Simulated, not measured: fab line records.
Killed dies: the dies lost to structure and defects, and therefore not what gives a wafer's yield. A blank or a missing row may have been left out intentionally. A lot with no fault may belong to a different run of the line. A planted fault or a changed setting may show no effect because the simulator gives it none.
fab line records ; flow berkeleyCmos170
record lots=14; wafers=42; lastDay=12
route steps=331 shown NWELL@19 PWELL@48 FIELD@90 GATE@131
lots with no fault: from the same line, run without faults
startH: start of the lot's first displayed wafer, in hours after the record's first day ; waitH: how many hours have passed since the lot's step before this one ; " same as the row above ; L1.1+2: a row that stands for several wafers ; - either no value or no given start ; * or withheld: withheld ; < > ~ a bound
route shown NAME@n: a module of which the file shows steps, and the number in the route of the first ; usual: mean/standard deviation taken from wafers without a fault ; same: alike in all rows ; chamber/n: place in a boat ; sites: each site's reading ; _std_site: standard deviation of those values ; _edge_site: mean of outer sites minus mean of inner sites ; radiusMm: for every site, how far away it sits from the centre of the wafer ; mask NAME#n: copy n ; behind: tool/chamber where the wafer was last shaped ; hold: the reason the lot was held/the length of the hold in hours/how it ended ; device: the transistor (n, p or np) that didn't switch ; end of line: at the end of the route, the tests of the same wafers ; where a step has no rows: the recipe by itself ; killed: dies that structure and defects cost at the first sort, which is not the same as the wafer's yield ; map: a wafer's dies, x killed, . not, _ none there
set.NAME: setting as actually run; set.NAME@STEP: the setting as run at that earlier step ; model.NAME: the simulator's own value behind a step, which no gauge read
a sample of lots followed through the steps of the route, with each step as a table and each wafer as a row
services: when a tool's chamber went out of use (startH, in hours from the record's first day, below 0 if earlier), for how many hours, and the reason
## steps
# step UCB170_NWELL_THK_MEAS_05
# recipe reads=Si3N4_of_NWELL_CVD_04
# usual NWELL_NITRIDE_THK=223.7/2
lot.wafer;tool;chamber;startH;waitH;NWELL_NITRIDE_THK[nm]
L329.2;filmMetro-03;-;27.02;0.0;224.8
L329.4;filmMetro-03;-;27.02;0.0;224.4
L329.6;filmMetro-03;-;27.02;0.0;223.6
L331.1;filmMetro-04;-;43.08;0.0;222.8
L331.3;filmMetro-04;-;43.08;0.0;224.6
L331.5;filmMetro-04;-;43.08;0.0;222.5
L333.1;filmMetro-04;-;47.21;0.0;227.2
L333.2;filmMetro-04;-;47.21;0.0;225.2
L333.3;filmMetro-04;-;47.21;0.0;226.2
L337.1;filmMetro-01;-;66.30;0.0;225.1
L337.2;filmMetro-01;-;66.30;0.0;223.9
L337.5;filmMetro-01;-;66.30;0.0;224.3
L338.2;filmMetro-03;-;71.60;0.0;223.3
L338.3;filmMetro-03;-;71.60;0.0;222.6
L338.4;filmMetro-03;-;71.60;0.0;221.7
L341.2;filmMetro-03;-;88.14;0.0;225.6
L341.4;filmMetro-03;-;88.14;0.0;223.7
L341.6;filmMetro-03;-;88.14;0.0;226.2
L344.2;filmMetro-03;-;102.19;0.0;221.5
L344.3;filmMetro-03;-;102.19;0.0;220.7
L344.4;filmMetro-03;-;102.19;0.0;219.8
L343.3;filmMetro-04;-;102.20;0.0;226.3
L343.4;filmMetro-04;-;102.20;0.0;226.1
L343.6;filmMetro-04;-;102.20;0.0;224.8
L346.2;filmMetro-01;-;109.84;0.0;224.3
L346.3;filmMetro-01;-;109.84;0.0;223.6
L346.6;filmMetro-01;-;109.84;0.0;226.4
L348.3;filmMetro-04;-;121.06;0.0;224.3
L348.4;filmMetro-04;-;121.06;0.0;220.7
L348.6;filmMetro-04;-;121.06;0.0;221.8
L349.1;filmMetro-04;-;126.00;0.0;221.0
L349.2;filmMetro-04;-;126.00;0.0;221.7
L349.4;filmMetro-04;-;126.00;0.0;218.7
L350.1;filmMetro-01;-;132.96;0.0;224.1
L350.5;filmMetro-01;-;132.96;0.0;224.7
L350.6;filmMetro-01;-;132.96;0.0;224.5
L351.1;filmMetro-04;-;139.29;0.0;222.1
L351.3;filmMetro-04;-;139.29;0.0;223.4
L351.5;filmMetro-04;-;139.29;0.0;223.0
L352.1;filmMetro-04;-;141.44;0.0;226.9
L352.2;filmMetro-04;-;141.44;0.0;224.5
L352.4;filmMetro-04;-;141.44;0.0;227.6
# step UCB170_PWELL_ETCH_14
# recipe chemistry=CH3F/Ar/O2; target=Si3N4; stopOn=SiO2; CH3F_flow_sccm=20; Ar_flow_sccm=50; O2_flow_sccm=7; pressureMtorr=50; rfW=450; targetDepthA=2420; overEtchFrac=0.1; timeS=151
# usual drypumpMotorCurrentA=5.9/0.45; oesProductAu=0.937/0.014; throttleValvePct=8.01/0.15
lot.wafer;tool;chamber;startH;waitH;drypumpMotorCurrentA;oesProductAu;rfHoursCounterH;throttleValvePct
L329.2;rieDiel-01;3;43.24;0.0;6.2;0.971;14;7.95
L329.4;rieDiel-01;1;43.24;0.0;5.1;0.948;14;8.11
L329.6;rieDiel-01;1;43.24;0.0;5.1;0.954;-;8.08
L331.1;rieDiel-03;0;63.07;0.0;6.4;0.938;111;8.01
L331.3;rieDiel-03;3;63.07;0.0;5.9;0.948;156;7.97
L331.5;rieDiel-03;0;63.07;0.0;6.4;0.944;-;8.02
L333.1;rieDiel-04;3;63.72;0.0;6.2;0.930;7;8.12
L333.2;rieDiel-04;1;63.72;0.0;5.9;0.927;55;7.85
L333.3;rieDiel-04;2;63.72;0.0;5.1;0.941;15;7.94
L337.1;rieDiel-04;3;81.47;0.0;6.2;0.942;8;8.14
L337.2;rieDiel-04;0;81.47;0.0;6.1;0.940;54;7.86
L337.5;rieDiel-04;2;81.47;0.0;5.1;0.953;-;7.93
L338.2;rieDiel-04;1;98.97;0.0;5.9;0.933;56;7.88
L338.3;rieDiel-04;2;98.97;0.0;5.2;0.949;17;7.92
L338.4;rieDiel-04;2;98.97;0.0;5.2;0.941;-;7.91
L341.2;rieDiel-03;3;106.52;0.0;5.9;0.944;158;7.96
L341.4;rieDiel-03;3;106.52;0.0;5.9;0.947;-;7.96
L341.6;rieDiel-03;1;106.52;0.0;5.5;0.936;-;7.87
L343.3;rieDiel-03;0;118.37;0.0;6.4;0.937;114;8.02
L343.4;rieDiel-03;2;118.37;0.0;5.4;0.912;56;8.35
L343.6;rieDiel-03;2;118.37;0.0;5.4;0.905;-;8.35
L344.2;rieDiel-04;2;118.90;0.0;5.1;0.937;18;7.93
L344.3;rieDiel-04;3;118.90;0.0;6.2;0.941;9;8.13
L344.4;rieDiel-04;1;118.90;0.0;5.8;0.925;-;7.85
L346.2;rieDiel-01;3;127.14;0.0;6.2;0.963;18;7.95
L346.3;rieDiel-01;2;127.14;0.0;6.5;0.938;51;7.98
L346.6;rieDiel-01;1;127.14;0.0;5.1;0.944;-;8.11
L348.3;rieDiel-04;2;138.29;0.0;5.1;0.946;19;7.91
L348.4;rieDiel-04;1;138.29;0.0;5.9;0.925;59;7.88
L348.6;rieDiel-04;1;138.29;0.0;5.9;0.933;-;7.87
L349.1;rieDiel-01;1;147.80;0.0;5.1;0.946;20;8.10
L349.2;rieDiel-01;3;147.80;0.0;6.2;0.973;20;7.95
L349.4;rieDiel-01;0;147.80;0.0;6.3;0.920;85;8.24
L350.1;rieDiel-04;2;150.02;0.0;5.1;0.946;20;7.92
L350.5;rieDiel-04;3;150.02;0.0;6.2;0.942;-;8.14
L350.6;rieDiel-04;2;150.02;0.0;5.1;0.958;-;7.92
L352.1;rieDiel-01;3;158.43;0.0;6.2;0.953;21;7.94
L352.2;rieDiel-01;0;158.43;0.0;6.3;0.906;86;8.22
L352.4;rieDiel-01;3;158.43;0.0;6.2;0.951;-;7.95
L351.1;rieDiel-03;3;158.67;0.0;5.9;0.947;0;7.96
L351.3;rieDiel-03;1;158.67;0.0;5.5;0.933;115;7.87
L351.5;rieDiel-03;2;158.67;0.0;5.4;0.914;-;8.36
# step UCB170_FIELD_OXIDATION_01
# recipe tempC=1000; ambient=H2O; pH2oTorr=584.62; targetThkA=5583; oxTimeS=7200
# usual oxTempC=999.9/0.4; oxTempCMax=1002.8/0.8; zonePowerLoadPct=33.7/2.6
lot.wafer;tool;chamber;startH;waitH;oxTempC;oxTempCMax;zonePowerLoadPct
L329.2;furnace-04;0;68.78;0.9;999.0;1003.5;37.6
L329.4;furnace-04;0;68.78;0.9;999.3;1002.4;38.2
L329.6;furnace-04;0;68.78;0.9;999.9;1003.7;37.9
L331.1;furnace-01;0;99.54;1.9;999.5;1003.1;35.4
L331.3;furnace-01;0;99.54;1.9;1000.0;1002.7;35.4
L331.5;furnace-01;0;99.54;1.9;1000.7;1003.2;35.7
L333.1;furnace-01;0;99.54;1.3;999.8;1002.5;35.1
L333.2;furnace-01;0;99.54;1.3;1000.4;1002.5;35.5
L333.3;furnace-01;0;99.54;1.3;1000.2;1003.1;35.1
L337.1;furnace-02;-;113.61;1.9;-;-;-
L337.2;furnace-02;-;113.61;1.9;-;-;-
L337.5;furnace-02;-;113.61;1.9;-;-;-
L338.2;furnace-02;-;127.82;0.7;-;-;-
L338.3;furnace-02;-;127.82;0.7;-;-;-
L338.4;furnace-02;-;127.82;0.7;-;-;-
L341.2;furnace-01;0;139.51;3.0;1000.2;1002.5;35.9
L341.4;furnace-01;0;139.51;3.0;1000.2;1002.9;35.4
L341.6;furnace-01;0;139.51;3.0;999.8;1002.6;35.1
L343.3;furnace-02;0;146.81;3.2;999.4;1002.3;31.3
L343.4;furnace-02;0;146.81;3.2;1000.2;1002.5;31.6
L343.6;furnace-02;0;146.81;3.2;999.5;1002.0;31.7
L344.2;furnace-02;0;146.81;3.1;999.5;1001.9;31.5
L344.3;furnace-02;0;146.81;3.1;999.6;1001.8;31.5
L344.4;furnace-02;0;146.81;3.1;1000.3;1003.0;31.4
L346.2;furnace-04;0;159.48;4.7;999.7;1004.0;38.1
L346.3;furnace-04;0;159.48;4.7;999.0;1002.9;37.7
L346.6;furnace-04;0;159.48;4.7;999.6;1004.7;38.1
L348.3;furnace-01;0;171.53;2.6;999.7;1002.2;34.9
L348.4;furnace-01;0;171.53;2.6;1000.1;1003.2;35.5
L348.6;furnace-01;0;171.53;2.6;1000.3;1003.9;35.7
L349.1;furnace-02;0;180.62;0.9;999.9;1001.7;31.3
L349.2;furnace-02;0;180.62;0.9;999.8;1001.7;31.2
L349.4;furnace-02;0;180.62;0.9;999.6;1002.7;31.4
L350.1;furnace-02;0;180.62;0.9;999.3;1001.9;31.3
L350.5;furnace-02;0;180.62;0.9;999.1;1001.3;31.1
L350.6;furnace-02;0;180.62;0.9;999.9;1003.6;31.6
L351.1;furnace-02;0;187.97;2.0;1000.0;1002.5;31.1
L351.3;furnace-02;0;187.97;2.0;999.4;1002.8;31.6
L351.5;furnace-02;0;187.97;2.0;999.5;1002.5;31.6
L352.1;furnace-02;0;187.97;2.3;1000.7;1002.9;31.5
L352.2;furnace-02;0;187.97;2.3;1000.3;1004.4;31.3
L352.4;furnace-02;0;187.97;2.3;1000.6;1003.1;31.4
# step UCB170_GATE_THK_MEAS_05
# recipe reads=poly-Si_of_GATE_CVD_04
# usual GATE_POLY_THK=212.8/2.4
lot.wafer;tool;chamber;startH;waitH;GATE_POLY_THK[nm]
L329.2;filmMetro-02;-;105.51;0.0;217.2
L329.4;filmMetro-02;-;105.51;0.0;215.6
L329.6;filmMetro-02;-;105.51;0.0;218.8
L331.1;filmMetro-02;-;135.86;0.0;211.2
L331.3;filmMetro-02;-;135.86;0.0;209.4
L331.5;filmMetro-02;-;135.86;0.0;208.8
L333.1;filmMetro-01;-;135.86;0.0;211.1
L333.2;filmMetro-01;-;135.86;0.0;211.4
L333.3;filmMetro-01;-;135.86;0.0;210.4
L341.2;filmMetro-02;-;180.31;0.0;215.2
L341.4;filmMetro-02;-;180.31;0.0;216.0
L341.6;filmMetro-02;-;180.31;0.0;214.0
L344.2;filmMetro-02;-;185.75;0.0;213.3
L344.3;filmMetro-02;-;185.75;0.0;214.0
L344.4;filmMetro-02;-;185.75;0.0;212.6
L343.3;filmMetro-04;-;185.76;0.0;213.4
L343.4;filmMetro-04;-;185.76;0.0;211.2
L343.6;filmMetro-04;-;185.76;0.0;211.8
L346.2;filmMetro-04;-;193.94;0.0;213.7
L346.3;filmMetro-04;-;193.94;0.0;213.7
L346.6;filmMetro-04;-;193.94;0.0;214.8
L348.3;filmMetro-04;-;212.51;0.0;212.0
L348.4;filmMetro-04;-;212.51;0.0;213.1
L348.6;filmMetro-04;-;212.51;0.0;211.5
L350.1;filmMetro-01;-;217.72;0.0;212.6
L350.5;filmMetro-01;-;217.72;0.0;211.2
L350.6;filmMetro-01;-;217.72;0.0;212.6
L349.1;filmMetro-02;-;217.77;0.1;212.7
L349.2;filmMetro-02;-;217.77;0.1;212.1
L349.4;filmMetro-02;-;217.77;0.1;211.7
L351.1;filmMetro-04;-;234.10;0.0;206.2
L351.3;filmMetro-04;-;234.10;0.0;207.1
L351.5;filmMetro-04;-;234.10;0.0;206.7
L352.1;filmMetro-01;-;234.10;0.0;214.9
L352.2;filmMetro-01;-;234.10;0.0;214.7
L352.4;filmMetro-01;-;234.10;0.0;213.8
## services
tool;chamber;startH;hours;kind
rieDiel-04;1;78.19;3.5;repair
rieDiel-04;3;98.33;1.2;repair
rieDiel-03;2;102.01;13.6;repair
rieDiel-04;0;105.08;2.0;repair
furnace-04;-;112.56;4.1;pm
rieDiel-04;0;115.71;7.6;repair
rieDiel-03;3;129.48;-;clean
rieDiel-03;3;129.48;26.2;scheduledDown
rieDiel-03;3;129.48;26.2;ventCycle
rieDiel-03;1;154.02;4.5;repair
rieDiel-01;1;154.12;6.7;repair
furnace-04;-;166.57;3.8;pm
rieDiel-01;-;167.49;1.5;repair
## key
firstSign step=UCB170_FIELD_OXIDATION_01; reading=toolRecord; direction=missing
effect none on later readings
metAt UCB170_FIELD_OXIDATION_01
struckLots L337,L338
laterRowsLeftOut L337.1,L337.2,L337.5,L338.2,L338.3,L338.4
sortLeftOut L337.1,L337.2,L337.5,L338.2,L338.3,L338.4
testerLeftOut L337,L338
notActingAt UCB170_NWELL_THK_MEAS_05,UCB170_PWELL_ETCH_14,UCB170_GATE_THK_MEAS_05
fault kind=skippedStepWhole; tool=furnace-02; chamber=-; onsetH=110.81; steps=UCB170_FIELD_OXIDATION_01; scope=struckLotsOnly
# testerLeftOut: of these lots the tester's yield and bins aren't shown, on N5 and GAA mostly nor the transistor test; their killed dies are dies lost to structure and defects alone, not to doping, threshold or leakage, so they don't give the yield
# sortLeftOut: the simulated sort isn't trusted on such a fault, so these wafers' sort isn't shown, and their yield isn't known
# laterRowsLeftOut: the simulator's readings of these wafers behind a module that went badly wrong aren't trusted and aren't shown, but for the sort
